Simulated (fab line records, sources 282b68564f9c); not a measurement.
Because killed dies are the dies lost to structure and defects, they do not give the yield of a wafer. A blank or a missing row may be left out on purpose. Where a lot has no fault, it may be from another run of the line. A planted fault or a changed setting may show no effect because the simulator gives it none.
fab line records	flow rit-cmos
record lots=14	wafers=42	last-day=7
route steps=202 shown PSD@150 M1@202
lots that met no fault: taken from a fault-free run of the same line
start-h: hours from the record's opening day to when the first of the lot's shown wafers began	wait-h: hours since the lot's step before	" same as the row above	L1.1+2: one row covering several wafers at once	- no value, or no start was given	* or withheld: withheld	< > ~ a bound
route shown NAME@n: NAME is a module with steps in the file, n the number in the route of the first one	usual: the fault-free wafers' mean and standard deviation	same: alike in all rows	chamber/n: place in a boat	sites: each site's reading	_std_site: standard deviation across them	_edge_site: outer sites' mean less inner sites'	radius-mm: for every site, how far away it sits from the centre of the wafer	mask NAME#n: copy n	behind: tool/chamber where the wafer was last shaped	hold: reason for holding the lot/hours on hold/outcome of the hold	device: the n, p or np transistor that did not switch	end of line: tests of these same wafers at the route's end	a step with no rows: only its recipe	killed: the dies lost at the first sort to structure and to defects; this is not the yield of the wafer	map: per-die view of a wafer (x killed, . not killed, _ where there is no die)
set.NAME: the setting as run; set.NAME@STEP: as run at that earlier step	model.NAME: the simulator's own value behind a step, which no gauge read
steps of the route over a sample of lots; a table a step, a row a wafer
services: the hour from which a tool's chamber was out of use, counted from the record's first day as start-h (under 0 if before that day), plus the number of hours and why
## steps
# step RIT_PSD_IMPLANT_08
# recipe species=BF2	energy-kev=27	dose-cm2=5e+15	tilt-deg=7
# usual beam-on-s=12.60/0.29	dose-ions-cm2=5e+15/5.9e+12	end-station-pressure-torr=1.46e-05/7.1e-07	faraday-current-uA=12174/280
lot.wafer	tool	chamber	start-h	wait-h	beam-on-s	dose-ions-cm2	end-station-pressure-torr	faraday-current-uA
L894.2	implanter-01	0	58.27	0.1	12.43	5.001e+15	1.48e-05	12282
L894.3	"	0	"	"	12.72	5.016e+15	1.42e-05	12053
L894.4	"	0	"	"	12.38	4.983e+15	1.5e-05	12368
L895.1	implanter-04	0	59.49	0.1	12.34	4.995e+15	1.54e-05	12421
L895.2	"	0	"	"	12.08	5.011e+15	1.59e-05	12682
L895.5	"	0	"	"	12.65	5.001e+15	1.45e-05	12108
L897.2	implanter-04	0	69.51	0.1	12.09	4.994e+15	1.45e-05	12610
L897.3	"	0	"	"	12.80	4.989e+15	1.47e-05	12038
L897.4	"	0	"	"	13.10	4.997e+15	1.54e-05	11717
L898.3	implanter-02	0	75.74	0.1	12.99	5.002e+15	1.52e-05	11803
L898.4	"	0	"	"	13.27	5.002e+15	1.59e-05	11603
L898.6	"	0	"	"	12.72	4.998e+15	1.39e-05	12055
L899.2	implanter-04	0	79.03	0.1	12.14	4.999e+15	1.47e-05	12612
L899.4	"	0	"	"	12.60	5.012e+15	1.49e-05	12170
L899.6	"	0	"	"	12.38	4.997e+15	1.44e-05	12367
L901.1	implanter-02	0	89.18	0.1	13.11	4.999e+15	1.51e-05	11673
L901.5	"	0	"	"	12.82	5.001e+15	1.41e-05	11986
L901.6	"	0	"	"	13.26	5.005e+15	1.54e-05	11548
L902.1	implanter-01	0	95.75	0.1	12.99	4.997e+15	1.53e-05	11833
L902.2	"	0	"	"	12.40	4.998e+15	1.34e-05	12369
L902.5	"	0	"	"	12.86	4.995e+15	1.38e-05	11936
L906.2	implanter-02	0	114.10	0.1	10.18	1.802e+15	9.1e-06	5513
L906.3	"	0	"	"	9.75	1.807e+15	9.2e-06	5751
L906.4	"	0	"	"	10.10	1.806e+15	1.04e-05	5535
L909.1	implanter-04	0	128.34	0.1	12.31	4.998e+15	1.43e-05	12441
L909.3	"	0	"	"	12.09	5.003e+15	1.45e-05	12658
L909.6	"	0	"	"	12.10	4.996e+15	1.44e-05	12666
L910.3	implanter-02	0	135.95	0.1	9.99	1.806e+15	9.7e-06	5624
L910.4	"	0	"	"	9.94	1.802e+15	9.6e-06	5637
L910.6	"	0	"	"	10.03	1.804e+15	9.6e-06	5618
L911.3	implanter-04	0	140.05	0.1	12.30	5.004e+15	1.58e-05	12428
L911.5	"	0	"	"	12.58	5.003e+15	1.61e-05	12172
L911.6	"	0	"	"	12.64	4.997e+15	1.39e-05	12130
L912.2	implanter-01	0	145.03	0.1	12.65	4.995e+15	1.37e-05	12081
L912.3	"	0	"	"	12.55	5e+15	1.47e-05	12270
L912.5	"	0	"	"	12.40	4.993e+15	1.48e-05	12346
L913.1	implanter-04	0	148.83	0.1	12.45	4.996e+15	1.45e-05	12349
L913.3	"	0	"	"	12.66	5.001e+15	1.45e-05	12122
L913.6	"	0	"	"	12.33	4.999e+15	1.56e-05	12564
L914.2	implanter-01	0	153.11	0.1	12.49	4.998e+15	1.47e-05	12236
L914.4	"	0	"	"	12.62	4.998e+15	1.53e-05	12152
L914.5	"	0	"	"	12.84	4.993e+15	1.46e-05	11961
# step RIT_PSD_TW_MEAS_10
# usual PSD_TW=3385/35
lot.wafer	tool	chamber	start-h	wait-h	PSD_TW
L894.2	film-metro-03	-	58.58	0.1	3381
L894.3	"	-	"	"	3382
L894.4	"	-	"	"	3378
L895.1	film-metro-03	-	59.82	0.1	3383
L895.2	"	-	"	"	3374
L895.5	"	-	"	"	3379
L897.2	film-metro-04	-	69.82	0.1	3418
L897.3	"	-	"	"	3422
L897.4	"	-	"	"	3400
L898.3	film-metro-01	-	76.04	0.1	3339
L898.4	"	-	"	"	3331
L898.6	"	-	"	"	3340
L899.2	film-metro-03	-	79.34	0.1	3375
L899.4	"	-	"	"	3388
L899.6	"	-	"	"	3379
L901.1	film-metro-01	-	89.51	0.1	3343
L901.5	"	-	"	"	3328
L901.6	"	-	"	"	3322
L902.1	film-metro-04	-	96.07	0.1	3415
L902.2	"	-	"	"	3414
L902.5	"	-	"	"	3430
L906.2	film-metro-03	-	114.41	0.1	2937
L906.3	"	-	"	"	2913
L906.4	"	-	"	"	2937
L909.1	film-metro-04	-	128.67	0.1	3421
L909.3	"	-	"	"	3419
L909.6	"	-	"	"	3416
L910.3	film-metro-01	-	136.24	0.1	2893
L910.4	"	-	"	"	2898
L910.6	"	-	"	"	2903
L911.3	film-metro-03	-	140.35	0.1	3365
L911.5	"	-	"	"	3358
L911.6	"	-	"	"	3361
L912.2	film-metro-04	-	145.34	0.1	3429
L912.3	"	-	"	"	3431
L912.5	"	-	"	"	3413
L913.1	film-metro-01	-	149.16	0.1	3368
L913.3	"	-	"	"	3359
L913.6	"	-	"	"	3364
L914.2	film-metro-04	-	153.42	0.1	3421
L914.4	"	-	"	"	3433
L914.5	"	-	"	"	3440
# step RIT_SDANNEAL_RS_MEAS_04
# recipe thk-meas-gauge=four-point-probe
# usual PSD_RS=115.96/0.28
lot.wafer	tool	chamber	start-h	wait-h	PSD_RS[ohm/sq]
L894.2	film-metro-03	-	59.10	0.1	115.73
L894.3	"	-	"	"	115.60
L894.4	"	-	"	"	116.25
L895.1	film-metro-04	-	60.43	0.0	115.83
L895.2	"	-	"	"	116.10
L895.5	"	-	"	"	115.72
L897.2	film-metro-04	-	70.32	0.1	116.06
L897.3	"	-	"	"	116.34
L897.4	"	-	"	"	115.78
L898.3	film-metro-01	-	76.61	0.1	115.96
L898.4	"	-	"	"	116.14
L898.6	"	-	"	"	116.04
L899.2	film-metro-01	-	79.87	0.1	116.02
L899.4	"	-	"	"	116.13
L899.6	"	-	"	"	115.92
L901.1	film-metro-03	-	89.99	0.0	115.50
L901.5	"	-	"	"	116.07
L901.6	"	-	"	"	115.92
L902.1	film-metro-04	-	96.56	0.0	115.35
L902.2	"	-	"	"	115.96
L902.5	"	-	"	"	115.61
L906.2	film-metro-04	-	114.94	0.1	130.97
L906.3	"	-	"	"	131.10
L906.4	"	-	"	"	130.67
L909.1	film-metro-04	-	129.18	0.0	115.40
L909.3	"	-	"	"	115.88
L909.6	"	-	"	"	115.67
L910.3	film-metro-03	-	136.84	0.1	131.43
L910.4	"	-	"	"	131.55
L910.6	"	-	"	"	131.27
L911.3	film-metro-03	-	140.94	0.1	116.03
L911.5	"	-	"	"	116.41
L911.6	"	-	"	"	116.36
L912.2	film-metro-01	-	146.04	0.1	115.91
L912.3	"	-	"	"	115.74
L912.5	"	-	"	"	115.93
L913.1	film-metro-03	-	149.70	0.1	115.39
L913.3	"	-	"	"	115.62
L913.6	"	-	"	"	115.72
L914.2	film-metro-01	-	153.92	0.1	115.78
L914.4	"	-	"	"	116.13
L914.5	"	-	"	"	116.17
# step RIT_M1_PROBE_99
# usual killed_at_M0_to_M3=0.0/0.083	killed-at-contacts=0.1/0.27	killed-at-front-end=6.1/2.9	killed-dies=6.2/2.9	killed-open=3.2/1.9	killed-short=3/1.9
# same gross-dies=264	killed_at_M4_up=0	killed-at-back-side=0	killed-at-other=0
lot.wafer	tool	chamber	start-h	wait-h	killed_at_M0_to_M3	killed-at-contacts	killed-at-front-end	killed-dies	killed-open	killed-short
L906.2	prober-01	-	122.66	0.1	0	0	8	8	2	6
L906.3	prober-01	-	122.71	0.2	0	0	6	6	4	2
L906.4	prober-01	-	122.76	0.2	0	0	12	12	5	7
# killed by level:class
L906.2 GATE:geometric-particle:short=2 SPACER:geometric-particle:short=2 FOX1:geometric-particle:open=1 FOX1:geometric-particle:short=1 FOX2:geometric-particle:open=1 FOX2:geometric-particle:short=1
L906.3 FOX1:geometric-particle:open=2 FOX1:geometric-particle:short=1 GATE:geometric-particle:open=1 GATE:geometric-particle:short=1 SILICIDE:geometric-particle:open=1
L906.4 FOX1:geometric-particle:short=2 FOX2:geometric-particle:short=2 FOX1:geometric-particle:open=1 GATE:geometric-particle:open=1 GATE:geometric-particle:short=1 REOX:geometric-particle:open=1 SPACER:geometric-particle:open=1 SPACER:geometric-particle:short=1
## services
tool	chamber	start-h	hours	kind
implanter-02	-	146.47	5.1	repair
implanter-04	-	151.42	5.6	pm
## key
first-sign step=RIT_PSD_IMPLANT_08	reading=dose-ions-cm2	direction=down	sigmas=99+	usual=5e+15	struck=1.804e+15
effect step=RIT_PSD_IMPLANT_08	reading=faraday-current-uA	direction=down	sigmas=24	usual=12174	struck=5613
effect step=RIT_PSD_TW_MEAS_10	reading=PSD_TW	direction=down	sigmas=13	usual=3385	struck=2914
effect step=RIT_SDANNEAL_RS_MEAS_04	reading=PSD_RS	direction=up	sigmas=54	usual=115.96	struck=131.17
met-at RIT_PSD_IMPLANT_08
struck-lots L906,L910
tester-left-out L906,L910
onset-between 89.18 114.10
fault kind=process-parameter-drift	tool=implanter-02	chamber=-	onset-h=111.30	steps=RIT_PSD_IMPLANT_08	channel=dose-cm2	offset=-3.2e+15	shape=step	end-h=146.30	acts-in=these-recipes-only	stated=5e+15
# tester-left-out: of these lots the tester's yield and bins aren't shown, on N5 and GAA mostly nor the transistor test; their killed dies are dies lost to structure and defects alone, not to doping, threshold or leakage, so they don't give the yield
